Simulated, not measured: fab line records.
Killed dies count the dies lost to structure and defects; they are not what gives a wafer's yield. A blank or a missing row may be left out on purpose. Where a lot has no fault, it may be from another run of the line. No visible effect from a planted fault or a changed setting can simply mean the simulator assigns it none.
A lot that was struck, set against a sound lot + flow berkeley_cmos170 + 44 out of 331 route steps
Sound: wafers L952.2, L952.3, L952.6. Wafers L942.1, L942.2, L942.3 were the ones struck. The cause is named last.
At each step with rows: each side's tool, then ch and its chambers, then its first start. Under that, the readings that differ: sound wafers + struck wafers + difference of the means + sigmas: that difference in standard deviations of wafers without a fault.
alike: readings whose means differ by less than 2 such deviations, and words and numbers that are the same on both sides. not compared: withheld readings, readings that some wafer has no value for, bounds like >300 that may hide the same value, and numbers for which the record gives no deviation and whose values overlap.
A row with sigmas, a row that says differs or no value, or rows on one side alone: a step with any of these is where the two part. Non-overlapping numbers with no deviation appear without sigmas and do not part them. A reading missing from all wafers of one side parts the sides only when that side holds two or more wafers.

first, 3 steps without rows for these wafers: UCB170_NLDD_EXPOSE_03 (exposes mask NSELECT, target cd 1200 nm); UCB170_NLDD_PEB_04; UCB170_NLDD_DEVELOP_05 (develop time 45 s).
UCB170_NLDD_CD_MEAS_06: target cd 1200 nm.
  sound: cd_sem-01 at day 11 14:33; struck: cd_sem-02 at day 9 02:40
  alike: cd_nm
UCB170_NLDD_OVL_MEAS_07:
  sound: overlay-01 at day 11 14:40; struck: overlay-02 at day 9 02:47
  alike: NLDD_OVL
then, 2 steps without rows for these wafers: UCB170_NLDD_IMPLANT_08; UCB170_NLDD_IMPLANT_09.
UCB170_NLDD_STRIP_10: strips in O2.
  sound on plasma_asher-03 ch 0,1, day 11 14:59; struck on plasma_asher-03 ch 0,1, day 9 03:08
  alike: drypump_motor_current_A, oes_product_au, strip_time_to_endpoint_s
  not compared: rf_hours_counter_h
UCB170_NLDD_TW_MEAS_11:
  sound: film_metro-04 at day 11 15:06; struck: film_metro-03 at day 9 03:14
  alike: NLDD_TW
then, 1 step without rows for these wafers: UCB170_NLDD_CLEAN_12 (cleans in SPM, time 600 s).
UCB170_SPACER_CVD_00: deposits SiO2 from TEOS/O2, target thk 376 nm, time 47 s.
  sound on pecvd-03 ch 0,1, day 11 15:19; struck on pecvd-03 ch 0,1,2, day 9 03:28
  alike: heater_power_w
UCB170_SPACER_THK_MEAS_01:
  sound: film_metro-02 at day 11 15:22; struck: film_metro-01 at day 9 03:31
  alike: SPACER_TEOS_THK
UCB170_SPACER_ANNEAL_02: time 1800 s.
  sound on furnace-01 ch 0, day 11 18:49; struck on furnace-02 ch 0, day 9 06:16
| reading                   | sound             | struck            | difference | sigmas |
|---------------------------|-------------------|-------------------|------------|--------|
| spike_tc_centre_C (C)     | 902.8 902.0 902.1 | 868.3 866.2 866.6 | -35.3      | -35    |
| zone_power_centre_pct (%) | 45.7 46.2 45.8    | 28.8 28.7 28.4    | -17.3      | -21    |
then, 7 steps without rows for these wafers: UCB170_SPACER_ETCHBACK_03 (etches SiO2 in CHF3/CF4/Ar, stops on Si, target depth 376 nm, time 100 s); UCB170_PSD_HMDS_00 (prime time 60 s); UCB170_PSD_COAT_01 (resist thk 900 nm); UCB170_PSD_SOFTBAKE_02 (time 60 s); UCB170_PSD_EXPOSE_03 (exposes mask PSELECT MOD, target cd 1200 nm); UCB170_PSD_PEB_04; UCB170_PSD_DEVELOP_05 (develop time 45 s).
UCB170_PSD_CD_MEAS_06: target cd 1200 nm.
  sound: cd_sem-02 at day 11 21:55; struck: cd_sem-02 at day 9 09:17
  alike: cd_nm
UCB170_PSD_OVL_MEAS_07:
  sound: overlay-02 at day 11 22:01; struck: overlay-01 at day 9 09:24
  alike: PSD_OVL
after that, 1 step had no rows for these wafers: UCB170_PSD_IMPLANT_08.
UCB170_PSD_STRIP_09: strips in O2.
  sound on plasma_asher-02 ch 0, day 11 22:12; struck on plasma_asher-01 ch 0,1, day 9 09:35
  alike: drypump_motor_current_A, oes_product_au, strip_time_to_endpoint_s
  not compared: rf_hours_counter_h
UCB170_PSD_TW_MEAS_10:
  sound: film_metro-03 at day 11 22:19; struck: film_metro-01 at day 9 09:41
  alike: PSD_TW
then, 7 steps without rows for these wafers: UCB170_PSD_CLEAN_11 (cleans in SPM, time 600 s); UCB170_NSD_HMDS_00 (prime time 60 s); UCB170_NSD_COAT_01 (resist thk 900 nm); UCB170_NSD_SOFTBAKE_02 (time 60 s); UCB170_NSD_EXPOSE_03 (exposes mask NSELECT MOD, target cd 1200 nm); UCB170_NSD_PEB_04; UCB170_NSD_DEVELOP_05 (develop time 45 s).
UCB170_NSD_CD_MEAS_06: target cd 1200 nm.
  sound: cd_sem-02 at day 11 23:32; struck: cd_sem-02 at day 9 11:00
  alike: cd_nm
UCB170_NSD_OVL_MEAS_07:
  sound: overlay-02 at day 11 23:38; struck: overlay-01 at day 9 11:07
  alike: NSD_OVL
after that, 1 step had no rows for these wafers: UCB170_NSD_IMPLANT_08.
UCB170_NSD_STRIP_09: strips in O2.
  sound on plasma_asher-03 ch 0,1, day 11 23:49; struck on plasma_asher-04 ch 0,1, day 9 11:18
  alike: drypump_motor_current_A, oes_product_au, strip_time_to_endpoint_s
  not compared: rf_hours_counter_h
UCB170_NSD_TW_MEAS_10:
  sound: film_metro-04 at day 11 23:56; struck: film_metro-03 at day 9 11:24
  alike: NSD_TW
then, 4 steps without rows for these wafers: UCB170_NSD_CLEAN_11 (cleans in SPM, time 600 s); UCB170_BACKSIDE_HMDS_00 (prime time 60 s); UCB170_BACKSIDE_COAT_01 (resist thk 900 nm); UCB170_BACKSIDE_SOFTBAKE_02 (time 60 s).
UCB170_BACKSIDE_STRIP_03: strips in O2.
  sound on plasma_asher-03 ch 0,1, day 12 00:37; struck on plasma_asher-02 ch 0,1, day 9 12:07
  alike: drypump_motor_current_A, oes_product_au, strip_time_to_endpoint_s
  not compared: rf_hours_counter_h
UCB170_SDANNEAL_RS_MEAS_04: measures by four-point-probe.
  sound: film_metro-04 at day 12 01:17; struck: film_metro-04 at day 9 12:47
| reading          | sound                | struck               | difference | sigmas |
|------------------|----------------------|----------------------|------------|--------|
| PLDD_RS (ohm/sq) | 1032.4 1033.7 1035.1 | 1091.1 1078.8 1069.3 | +46.0      | +18    |
UCB170_M3_PROBE_99:
  sound: prober-01 at day 12 22:23; struck: prober-01 at day 10 20:56
| reading                    | sound             | struck            | difference | sigmas |
|----------------------------|-------------------|-------------------|------------|--------|
| model.etest.pldd.rs_ohm_sq | 1130 1122 1122    | 1077 980.5 1021   | -98        |        |
| model.etest.nldd.rs_ohm_sq | 777.9 775.9 779.3 | 753.1 754.9 755.5 | -23.2      |        |
  not compared: model.etest.pmos_0p35.r_on_ohm_um, model.etest.pmos_turned.drive_ua_um, model.etest.pmos_0p35.drive_ua_um, model.etest.pmos_0p35.swing_mv_dec, model.etest.pmos_0p35.off_log10_a_um, model.etest.ring.quiet_log10_a

== WHERE THEY PART ==
First at UCB170_SPACER_ANNEAL_02; last, within this record, at UCB170_SDANNEAL_RS_MEAS_04.

WHY: whatever the simulator had introduced
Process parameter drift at UCB170_SPACER_ANNEAL_02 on furnace-02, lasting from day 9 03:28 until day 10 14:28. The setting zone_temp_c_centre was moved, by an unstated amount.
